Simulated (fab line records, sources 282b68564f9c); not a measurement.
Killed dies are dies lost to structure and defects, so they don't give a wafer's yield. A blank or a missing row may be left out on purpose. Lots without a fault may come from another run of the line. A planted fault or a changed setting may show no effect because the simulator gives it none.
fab line records | flow rit_cmos
record lots=9 wafers=27 last_day=7
route steps=202 shown SILICIDE@164 M1@202
lots that met no fault: from a run of the same line without faults
start_h: hours from the record's first day to the start of the lot's first wafer shown | wait_h: hours since the lot's step before | " the same as in the row above | L1.1+2: a row that stands for several wafers | - no value, or no start given | * or withheld: withheld | < > ~ a bound
route shown NAME@n: a module of which the file shows steps, and the number in the route of the first | usual: mean/standard deviation of fault-free wafers | same: alike in all rows | chamber/n: place in a boat | sites: the reading at each site | _std_site: their standard deviation | _edge_site: outer sites' mean less inner sites' | radius_mm: how far each site lies from the wafer's centre | mask NAME#n: copy n | behind: the tool/chamber that last shaped the wafer | hold: why the lot was held/for how many hours/how that ended | device: the transistor (n, p or np) that didn't switch | end of line: the same wafers' tests at the end of the route | a step without rows: its recipe alone | killed: dies lost to structure and defects at the first sort, not the wafer's yield | map: a wafer's dies, x killed, . not, _ none there
set.NAME: the setting as run; set.NAME@STEP: as run at that earlier step | model.NAME: the simulator's own value behind a step, which no gauge read
steps of the route over a sample of lots; a table a step, a row a wafer
## steps
# step RIT_SILICIDE_THK_MEAS_03
# recipe thk_meas_gauge=xrf reads=Ti_of_SILICIDE_SPUTTER_01
# usual SILICIDE_TI_THK=29.6/0.43
# columns lot.wafer tool chamber start_h wait_h SILICIDE_TI_THK[nm]
L419.1 film_metro-03 - 53.99 0.1 29.4
L419.4 " - " " 28.9
L419.6 " - " " 29.5
L420.1 film_metro-01 - 56.84 0.1 30.5
L420.3 " - " " 30.4
L420.4 " - " " 30.3
L421.2 film_metro-03 - 61.68 0.1 29.7
L421.4 " - " " 30.1
L421.6 " - " " 30.0
L422.3 film_metro-04 - 69.51 0.1 29.4
L422.4 " - " " 29.5
L422.5 " - " " 29.5
L423.2 film_metro-03 - 72.04 0.1 29.1
L423.4 " - " " 29.0
L423.6 " - " " 28.8
L429.1 film_metro-01 - 105.45 0.1 31.5
L429.2 " - " " 30.8
L429.6 " - " " 31.4
L432.3 film_metro-01 - 119.08 0.1 31.3
L432.4 " - " " 31.6
L432.5 " - " " 31.5
L433.3 film_metro-01 - 123.10 0.1 31.0
L433.5 " - " " 31.4
L433.6 " - " " 31.5
L441.2 film_metro-03 - 162.82 0.1 29.0
L441.4 " - " " 29.3
L441.5 " - " " 29.2
# step RIT_M1_PROBE_99
# usual killed_at_contacts=0.0/0.2 killed_at_front_end=6.6/2.9 killed_dies=6.6/3 killed_open=3.4/2 killed_short=3.2/2
# same gross_dies=264 killed_at_M0_to_M3=0 killed_at_M4_up=0 killed_at_back_side=0 killed_at_other=0
# columns lot.wafer tool chamber start_h wait_h killed_at_contacts killed_at_front_end killed_dies killed_open killed_short
L429.1 prober-02 - 112.28 0.1 0 8 8 5 3
L429.2 prober-02 - 112.33 0.1 0 2 2 1 1
L429.6 prober-02 - 112.53 0.2 0 6 6 6 0
# killed by level:class
L429.1 SPACER:geometric_particle:open=2 FOX2:geometric_particle:open=1 FOX2:geometric_particle:short=1 GATE:geometric_particle:short=1 GATE:geometric_particle:open=1 REOX:geometric_particle:open=1 SPACER:geometric_particle:short=1
L429.2 FOX2:geometric_particle:short=1 GATE:geometric_particle:open=1
L429.6 GATE:geometric_particle:open=4 SPACER:geometric_particle:open=1 SILICIDE:geometric_particle:open=1
## key
first_sign step=RIT_SILICIDE_THK_MEAS_03 reading=SILICIDE_TI_THK direction=up sigmas=4.1 usual=29.6 struck=31.3
effect none on later readings
met_at RIT_SILICIDE_THK_MEAS_03
struck_lots L429,L432,L433
tester_left_out L429,L432,L433
onset_between 56.84 105.45
fault kind=metrology_matching_offset tool=film_metro-01 chamber=- onset_h=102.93 steps=RIT_SILICIDE_THK_MEAS_03 param=thk_nm offset=1.5928
# tester_left_out: of these lots the tester's yield and bins aren't shown, on N5 and GAA mostly nor the transistor test; their killed dies are dies lost to structure and defects alone, not to doping, threshold or leakage, so they don't give the yield
